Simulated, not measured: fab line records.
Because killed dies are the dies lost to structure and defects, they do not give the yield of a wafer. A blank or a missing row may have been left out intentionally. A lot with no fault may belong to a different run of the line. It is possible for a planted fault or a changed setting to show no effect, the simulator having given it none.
Which tool was responsible? + flow berkeley_cmos170 + 14 lots, 42 wafers sampled, at 3 steps of a route of 331

## WHAT EACH GAUGE READ, for each wafer
UCB170_NWELL_OVL_MEAS_12. Usual: NWELL_OVL 4 nm, standard deviation 5.7.
| lot  | measured    | on         | NWELL_OVL (nm) | flag |
|------|-------------|------------|----------------|------|
| L353 | day 2 11:31 | overlay-01 | 12 12 4        |      |
| L354 | day 2 14:31 | overlay-01 | 1 -8 -2        |      |
| L356 | day 2 23:57 | overlay-02 | -3 6 1         |      |
| L358 | day 3 10:46 | overlay-02 | 1 -1 1         |      |
| L360 | day 3 21:19 | overlay-01 | 2 4 6          |      |
| L363 | day 4 13:58 | overlay-01 | 8 6 5          |      |
| L364 | day 4 19:35 | overlay-01 | -4 2 0         |      |
| L365 | day 5 01:38 | overlay-01 | 4 11 2         |      |
| L366 | day 5 01:44 | overlay-01 | 10 12 9        |      |
| L367 | day 5 06:59 | overlay-02 | 15 9 2         |      |
| L369 | day 5 21:37 | overlay-02 | 1 14 10        |      |
| L370 | day 6 09:30 | overlay-02 | -10 -5 -5      |      |
| L372 | day 6 20:22 | overlay-02 | 0 -7 3         |      |
| L373 | day 7 00:23 | overlay-02 | 9 0 11         |      |

UCB170_NWELL_TW_MEAS_16. Usual: NWELL_TW 1259, standard deviation 9.
| lot  | measured    | on            | NWELL_TW       | flag |
|------|-------------|---------------|----------------|------|
| L353 | day 2 11:54 | film_metro-03 | 1252 1260 1264 |      |
| L354 | day 2 14:55 | film_metro-02 | 1271 1269 1272 |      |
| L356 | day 3 00:20 | film_metro-04 | 1253 1254 1254 |      |
| L358 | day 3 11:09 | film_metro-04 | 1248 1249 1252 |      |
| L360 | day 3 21:42 | film_metro-03 | 1259 1257 1260 |      |
| L363 | day 4 14:22 | film_metro-04 | 1243 1241 1249 |      |
| L364 | day 4 19:58 | film_metro-04 | 1241 1247 1249 |      |
| L365 | day 5 02:13 | film_metro-03 | 1275 1271 1273 |      |
| L366 | day 5 02:22 | film_metro-04 | 1241 1250 1247 |      |
| L367 | day 5 07:23 | film_metro-02 | 1262 1255 1261 |      |
| L369 | day 5 22:01 | film_metro-02 | 1256 1253 1261 |      |
| L370 | day 6 09:53 | film_metro-03 | 1265 1267 1260 |      |
| L372 | day 6 20:46 | film_metro-03 | 1260 1264 1263 |      |
| L373 | day 7 00:47 | film_metro-03 | 1263 1261 1264 |      |

## EACH LOT AND THE TOOL THAT RAN IT (in order: tool; ch and the chambers of the sampled wafers; start)
| lot  | UCB170_ZERO_ETCH_06               |
|------|-----------------------------------|
| L353 | rie_diel-02 ch 0,1,3, day 1 23:31 |
| L354 | rie_diel-02 ch 1,2,3, day 2 05:34 |
| L356 | rie_diel-01 ch 2,3, day 2 13:31   |
| L358 | rie_diel-02 ch 0,1,3, day 3 00:24 |
| L360 | rie_diel-03 ch 0,1,2, day 3 10:35 |
| L363 | rie_diel-01 ch 0,3, day 3 23:56   |
| L364 | rie_diel-01 ch 0,2,3, day 4 10:58 |
| L365 | rie_diel-02 ch 2,3, day 4 14:14   |
| L366 | rie_diel-03 ch 0,3, day 4 16:38   |
| L367 | rie_diel-03 ch 0,2,3, day 4 20:51 |
| L369 | rie_diel-01 ch 0,2,3, day 5 08:33 |
| L370 | rie_diel-01 ch 1,2,3, day 5 17:29 |
| L372 | rie_diel-01 ch 0,1,3, day 6 01:11 |
| L373 | rie_diel-02 ch 2,3, day 6 09:44   |
- UCB170_ZERO_ETCH_06: etches SiO2 in CHF3/CF4/Ar, time 12 s.

## AS READ BY THE TOOLS THEMSELVES (means over the sampled wafers that have a number; for cases with no such wafer, the mark the record gives instead)
UCB170_ZERO_ETCH_06. Usual: CHF3_flow_sccm 49.99 sccm, standard deviation 0.15; cf4_flow_sccm 10.00 sccm, standard deviation 0.032; drypump_motor_current_A 5.8 A, standard deviation 0.41; oes_product_au 0.615 a.u., standard deviation 0.012; throttle_valve_pct 9.32 %, standard deviation 0.16.
| lot  | tool        | CHF3_flow_sccm (sccm) | cf4_flow_sccm (sccm) | drypump_motor_current_A (A) | oes_product_au (a.u.) | throttle_valve_pct (%) | flag |
|------|-------------|-----------------------|----------------------|-----------------------------|-----------------------|------------------------|------|
| L353 | rie_diel-02 | 50.00                 | 10.03                | 6.0                         | 0.610                 | 9.30                   |      |
| L354 | rie_diel-02 | 49.91                 | 9.98                 | 5.7                         | 0.611                 | 9.39                   |      |
| L356 | rie_diel-01 | 50.04                 | 10.03                | 5.4                         | 0.622                 | 9.48                   |      |
| L358 | rie_diel-02 | 49.91                 | 10.03                | 6.0                         | 0.609                 | 9.30                   |      |
| L360 | rie_diel-03 | 50.06                 | 9.99                 | 5.9                         | 0.621                 | 9.24                   |      |
| L363 | rie_diel-01 | 49.75                 | 10.01                | 5.1                         | 0.619                 | 9.55                   |      |
| L364 | rie_diel-01 | 50.04                 | 10.03                | 5.4                         | 0.620                 | 9.45                   |      |
| L365 | rie_diel-02 | 49.92                 | 10.01                | 5.6                         | 0.614                 | 9.32                   |      |
| L366 | rie_diel-03 | 49.90                 | 9.99                 | 6.1                         | 0.637                 | 9.29                   |      |
| L367 | rie_diel-03 | 49.90                 | 9.98                 | 6.0                         | 0.621                 | 9.23                   |      |
| L369 | rie_diel-01 | 49.97                 | 10.00                | 5.3                         | 0.617                 | 9.43                   |      |
| L370 | rie_diel-01 | 50.12                 | 9.98                 | 5.6                         | 0.614                 | 9.27                   |      |
| L372 | rie_diel-01 | 49.91                 | 9.98                 | 5.3                         | 0.615                 | 9.34                   |      |
| L373 | rie_diel-02 | 50.07                 | 10.00                | 5.6                         | 0.614                 | 9.42                   |      |

## THE ANSWER, worked out from the rows above alone
Rule: lot off if the mean of its wafers having a number is beyond 3 standard deviations from the usual mean. Also off: a lot with no number at a reading for which 4 or more lots have one. All remaining lots with rows at the step are treated as sound. First the gauges in route order, then the tools' own readings, where a lot's mean is used as printed above. At the first step where some lot is off, the reading lying furthest off is the one used; lots without a number count as furthest.
Across all readings shown, no lot is off: no conclusion can be drawn from this.

## WHAT THE SIMULATOR HAD INSERTED
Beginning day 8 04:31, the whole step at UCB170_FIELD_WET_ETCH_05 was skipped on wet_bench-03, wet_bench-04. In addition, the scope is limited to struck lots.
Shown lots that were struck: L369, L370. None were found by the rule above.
